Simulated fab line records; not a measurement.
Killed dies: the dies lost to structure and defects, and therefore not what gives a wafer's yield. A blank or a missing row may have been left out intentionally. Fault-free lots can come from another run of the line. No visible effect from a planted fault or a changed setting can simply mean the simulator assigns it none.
Chamber matching -- flow berkeley_cmos170 -- rie_diel-03 running UCB170_M1_ETCH_11: 4 sister chambers
The step etches BARC in N2/H2. 8 wafers are shown with their chamber, then 8 later ones without.

EACH WAFER AND ITS CHAMBER
wafer,chamber,throttle_valve_pct (%),oes_product_au (a.u.)
L409.3,0,12.96,1.012
L411.2,3,13.26,1.028
L413.5,1,13.31,0.986
L413.6,2,13.26,0.981
L417.2,2,13.24,0.997
L417.3,1,13.30,0.988
L417.6,3,13.27,1.026
L425.1,0,12.96,1.002

WAFERS WITH NO CHAMBER GIVEN
wafer,throttle_valve_pct (%),oes_product_au (a.u.)
L425.5,13.26,0.988
L425.6,13.33,0.984
L428.1,12.98,1.003
L428.2,13.27,0.989
L428.5,12.97,0.993
L429.2,13.27,1.020
L429.3,13.31,0.985
L429.4,12.97,1.002

THE CHAMBER EACH PASSED THROUGH
wafer,from the rows above,in truth
L425.5,2,2
L425.6,1,1
L428.1,0,0
L428.2,can't be placed: 2 or 1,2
L428.5,0,0
L429.2,3,3
L429.3,1,1
L429.4,0,0
Placed correctly: 7 of 8. Can't be placed from these rows: 1 (the true chamber is among the candidates in 1). Wrongly placed: 0.
How it was worked out, from the rows above alone: a wafer's distance from a chamber is the root of the sum, over the readings, of the square of ((its reading less the chamber's mean) divided by the reading's scatter). The wafer belongs to the nearest chamber; if the next one is less than 2 further off, it can't be placed. Each chamber's mean is taken over the wafers shown for it. The scatter: the root of (the sum of the squares of (reading less its chamber's mean) over the shown wafers, divided by (wafers less chambers)).
